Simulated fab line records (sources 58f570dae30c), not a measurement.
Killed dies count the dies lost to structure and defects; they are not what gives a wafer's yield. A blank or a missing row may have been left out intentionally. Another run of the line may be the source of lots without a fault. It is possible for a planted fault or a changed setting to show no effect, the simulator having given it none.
The same fault as seen by 2 desks || flow berkeley-cmos170 || numbers are kept per desk, each desk with only its own; the story behind them comes last

FROM THE METROLOGY DESK
What the gauges read, lot by lot, whatever tool the lot ran on: means of the sampled wafers that have a number. A lot is out of limits, marked OUT, if its mean lies more than 4 standard deviations from the usual mean; the brackets give that distance.
Columns: A = M2_AL_THK at UCB170_M2_THK_MEAS_03, usual 902 nm; B = cd-nm at UCB170_M2_CD_MEAS_90, usual 699 nm; C = V2_OVL at UCB170_V2_OVL_MEAS_13, usual 1 nm; D = cd-nm at UCB170_M3_CD_MEAS_90, usual 700 nm
{"lot": "L764", "first seen here": "day 8 08:50", "A": 897, "B": 700, "C": 3, "D": 699}
{"lot": "L765", "first seen here": "day 8 20:58", "A": 891, "B": 698, "C": 2, "D": 702}
{"lot": "L767", "first seen here": "day 8 21:35", "A": 882, "B": 696, "C": 0, "D": 706}
{"lot": "L770", "first seen here": "day 9 09:15", "A": 914, "B": 702, "C": 7, "D": 698}
{"lot": "L769", "first seen here": "day 9 10:34", "A": 904, "B": 694, "C": 0, "D": 701}
{"lot": "L771", "first seen here": "day 9 14:27", "A": 904, "B": 703, "C": 1, "D": 700}
{"lot": "L773", "first seen here": "day 10 11:09", "A": 904, "B": 701, "C": 4, "D": 697}
{"lot": "L777", "first seen here": "day 10 23:07", "A": 906, "B": 704, "C": 3, "D": 701}
{"lot": "L780", "first seen here": "day 11 09:46", "A": 901, "B": 699, "C": -1, "D": 700}
{"lot": "L778", "first seen here": "day 11 13:19", "A": 901, "B": 699, "C": -1, "D": 706}
{"lot": "L779", "first seen here": "day 11 14:47", "A": 901, "B": 704, "C": -6, "D": 693}
{"lot": "L781", "first seen here": "day 11 18:43", "A": 887, "B": 696, "C": 8, "D": 711}
{"lot": "L782", "first seen here": "day 11 20:14", "A": 899, "B": 699, "C": -3, "D": 700}
{"lot": "L783", "first seen here": "day 12 02:37", "A": 906, "B": 697, "C": 3, "D": 709}
Result from this desk: across the 14 lots, nothing is out of limits.

THE TOOL OWNER'S DESK: rie-metal-04
The tool's own readings at UCB170_M3_METAL_ETCH_18 (etches Al in Cl2/BCl3, stops on SiO2, target depth 1170 nm, time 195 s): means of the sampled wafers that have a number, for each lot that ran on this tool. A lot is out of limits, marked OUT, if its mean lies more than 4 standard deviations from the usual mean; the brackets give that distance.
Columns: A = drypump-motor-current-A at UCB170_M3_METAL_ETCH_18, usual 5.8 A; B = oes-product-au at UCB170_M3_METAL_ETCH_18, usual 0.853 a.u.; C = rf-fwd-power-W at UCB170_M3_METAL_ETCH_18, usual 598.0 W; D = run-length-s at UCB170_M3_METAL_ETCH_18, usual 223.3 s; E = throttle-valve-pct at UCB170_M3_METAL_ETCH_18, usual 24.36 %
{"lot": "L764", "first seen here": "day 8 17:56", "A": 5.6, "B": 0.865, "C": 597.7, "D": 223.2, "E": 24.51}
{"lot": "L767", "first seen here": "day 9 05:13", "A": 5.7, "B": 0.864, "C": 598.2, "D": 223.0, "E": 24.59}
{"lot": "L777", "first seen here": "day 11 08:46", "A": 5.6, "B": 0.871, "C": 599.0, "D": 222.9, "E": 24.58}
{"lot": "L781", "first seen here": "day 12 02:13", "A": 5.7, "B": "0.941 (+5.8) OUT", "C": 597.0, "D": "180.6 (-78) OUT", "E": 24.56}
{"lot": "L783", "first seen here": "day 12 11:51", "A": 5.5, "B": 0.910, "C": 595.0, "D": "202.2 (-38) OUT", "E": 24.49}
This desk finds L781, L783 out of limits, L781 being first, at day 12 02:13 (oes-product-au at UCB170_M3_METAL_ETCH_18). L764, L767, L777: within limits.

BROUGHT TOGETHER
The tool owner's desk had the chance to raise an alarm at day 12 02:13 on L781, L783.
At the metrology desk, nothing out of limits was observed.
The metrology desk holds a record of L781, L783, inside its limits.
On rie-metal-04, each named lot ran UCB170_M3_METAL_ETCH_18.

WHAT WAS PUT IN BY THE SIMULATOR
rie-metal-04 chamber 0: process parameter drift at UCB170_M3_METAL_ETCH_18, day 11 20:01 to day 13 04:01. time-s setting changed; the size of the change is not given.
Struck lots among those shown: L781, L783.
How many hours passed from the start of the fault until each desk's first out-of-limits reading: the tool owner's desk, 6.
